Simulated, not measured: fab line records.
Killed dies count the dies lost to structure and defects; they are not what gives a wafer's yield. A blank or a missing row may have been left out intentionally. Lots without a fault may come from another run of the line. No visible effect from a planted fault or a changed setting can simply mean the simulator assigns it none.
Which tool was responsible? -- flow berkeleyCmos170 -- 39 wafers from 13 lots sampled at 5 of the route's 331 steps

WHAT EACH GAUGE READ, for each wafer
UCB170_M2_OVL_MEAS_16.
lot,measured,on,M2_OVL (nm)
L784,day 7 15:46,overlay-01,-3 -8 -4
L785,day 7 16:35,overlay-02,2 -8 -4
L787,day 8 03:11,overlay-02,-12 -7 -8
L791,day 8 19:57,overlay-02,10 18 12
L798,day 10 04:02,overlay-02,6 3 6
L799,day 10 12:46,overlay-02,6 4 9
L801,day 10 13:03,overlay-01,-7 -3 -3
L802,day 10 13:16,overlay-02,2 -1 -7
L804,day 11 00:04,overlay-02,6 1 2
L806,day 11 16:05,overlay-01,8 -1 -6
L805,day 11 16:19,overlay-02,8 4 10
L803,day 11 16:36,overlay-01,-6 -2 0
L807,day 11 19:30,overlay-01,2 0 2

UCB170_V2_THK_MEAS_01.
lot,measured,on,V2_TEOS_THK (nm)
L784,day 7 16:26,filmMetro-03,1958 1985 1980
L785,day 7 17:14,filmMetro-03,1956 2012 2057
L787,day 8 03:49,filmMetro-02,1990 2039 2027
L791,day 8 20:36,filmMetro-04,1975 2001 1981
L798,day 10 04:41,filmMetro-02,1962 1977 2011
L799,day 10 13:34,filmMetro-02,1991 1972 2015
L801,day 10 13:53,filmMetro-02,1966 1979 2013
L802,day 10 13:58,filmMetro-04,1962 1929 2016
L804,day 11 00:48,filmMetro-04,2015 1994 1997
L806,day 11 16:44,filmMetro-02,1955 2071 2000
L805,day 11 16:58,filmMetro-03,1990 1965 1996
L803,day 11 17:15,filmMetro-02,1972 1981 2009
L807,day 11 20:09,filmMetro-04,2000 1986 2021

UCB170_M3_CD_MEAS_15: target cd 700 nm.
lot,measured,on,cdNm (nm)
L784,day 7 22:38,cdSem-02,700.3 700.6 700.1
L785,day 8 00:12,cdSem-02,701.9 700.0 701.3
L787,day 8 09:13,cdSem-02,694.0 695.9 689.6
L791,day 9 01:51,cdSem-01,698.5 698.7 699.5
L798,day 10 08:55,cdSem-01,700.5 701.7 700.4
L799,day 10 18:43,cdSem-02,701.0 698.5 698.5
L801,day 10 19:25,cdSem-02,697.8 699.5 697.8
L802,day 10 19:27,cdSem-01,699.8 699.3 699.4
L804,day 11 05:18,cdSem-01,697.4 698.3 700.7
L806,day 11 21:09,cdSem-02,699.9 701.6 700.6
L805,day 11 21:31,cdSem-02,700.6 700.6 700.2
L803,day 11 22:31,cdSem-01,699.3 700.0 699.5
L807,day 12 01:50,cdSem-01,698.3 697.8 698.7

EACH LOT AND THE TOOL THAT RAN IT (in order: tool; ch and the chambers of the sampled wafers; start)
lot,UCB170_M2_STRIP_19,UCB170_M3_EXPOSE_12
L784,"plasmaAsher-03 ch 0,1, day 7 16:03","krfScanner-01 ch 0, day 7 21:33"
L785,"plasmaAsher-03 ch 0,1, day 7 16:52","krfScanner-01 ch 0, day 7 23:06"
L787,"plasmaAsher-04 ch 0,1, day 8 03:28","krfScanner-01 ch 0, day 8 08:50"
L791,"plasmaAsher-03 ch 0,1, day 8 20:14","krfScanner-02 ch 0, day 9 00:55"
L798,"plasmaAsher-04 ch 0,1, day 10 04:19","krfScanner-02 ch 0, day 10 08:26"
L799,"plasmaAsher-04 ch 0,1, day 10 13:07","krfScanner-02 ch 0, day 10 17:55"
L801,"plasmaAsher-01 ch 0,1, day 10 13:30","krfScanner-02 ch 0, day 10 18:55"
L802,"plasmaAsher-03 ch 0,1, day 10 13:35","krfScanner-02 ch 0, day 10 19:03"
L804,"plasmaAsher-03 ch 0,1, day 11 00:21","krfScanner-02 ch 0, day 11 04:49"
L806,"plasmaAsher-04 ch 0,1, day 11 16:23","krfScanner-02 ch 0, day 11 20:45"
L805,"plasmaAsher-03 ch 0,1, day 11 16:35","krfScanner-02 ch 0, day 11 21:07"
L803,"plasmaAsher-01 ch 0,1, day 11 16:52","krfScanner-01 ch 0, day 11 21:42"
L807,"plasmaAsher-01 ch 0,1, day 11 19:46","krfScanner-02 ch 0, day 12 01:19"
- UCB170_M2_STRIP_19: strips in O2.
- UCB170_M3_EXPOSE_12: exposes mask METAL3, target cd 700 nm.

WHAT THE TOOLS THEMSELVES READ (means of the sampled wafers that have a number; where no wafer has one, the mark that the record gives instead)
UCB170_M2_STRIP_19.
lot,tool,drypumpMotorCurrentA (A),oesProductAu (a.u.)
L784,plasmaAsher-03,6.2,0.542
L785,plasmaAsher-03,6.2,0.547
L787,plasmaAsher-04,5.5,0.510
L791,plasmaAsher-03,6.2,0.531
L798,plasmaAsher-04,6.1,0.545
L799,plasmaAsher-04,6.1,0.512
L801,plasmaAsher-01,5.7,0.561
L802,plasmaAsher-03,6.2,0.520
L804,plasmaAsher-03,6.2,0.527
L806,plasmaAsher-04,6.0,0.530
L805,plasmaAsher-03,6.2,0.543
L803,plasmaAsher-01,5.6,0.520
L807,plasmaAsher-01,5.7,0.538

UCB170_M3_EXPOSE_12.
lot,tool,exposureDoseMJCm2
L784,krfScanner-01,25.993
L785,krfScanner-01,25.979
L787,krfScanner-01,25.549
L791,krfScanner-02,25.997
L798,krfScanner-02,26.019
L799,krfScanner-02,25.993
L801,krfScanner-02,25.998
L802,krfScanner-02,25.985
L804,krfScanner-02,26.005
L806,krfScanner-02,25.963
L805,krfScanner-02,25.993
L803,krfScanner-01,25.985
L807,krfScanner-02,26.009

THE ANSWER, worked out from the rows above alone
Rule: what is usual is taken from the lots themselves. The widest of any qualifying gaps counts: lots, ordered by their means at a reading, are off when they make up no more than a third of the lots, leave a main group of 4 or more, and stand apart from it by 3 or more times the standard deviation of that group's means. The tables above print the reading to a certain number of digits; a main group whose means all agree to those digits is not used. A lot without any number at a reading at which 4 lots or more have one is off too. All remaining lots with rows at the step are treated as sound. After the gauges, taken in route order, come the tools' own readings; for these a lot's mean is taken, as printed above. At the first step where some lot is off, the reading lying furthest off is the one used; lots without a number count as furthest.
Off at UCB170_M3_CD_MEAS_15 (cdNm): L787. The main group has a mean of 699.7 nm with a standard deviation of 0.94.
If a tool, at a process step before that reading, ran all the lots that are off and no sound lot after the first of them, it fits. The gauges at UCB170_M3_CD_MEAS_15 aren't tried: what is off there is off at UCB170_M2_STRIP_19 too, on other tools, and a gauge's error can't cause that. Of those tried, none fits.

WHAT HAD BEEN PUT IN BY THE SIMULATOR
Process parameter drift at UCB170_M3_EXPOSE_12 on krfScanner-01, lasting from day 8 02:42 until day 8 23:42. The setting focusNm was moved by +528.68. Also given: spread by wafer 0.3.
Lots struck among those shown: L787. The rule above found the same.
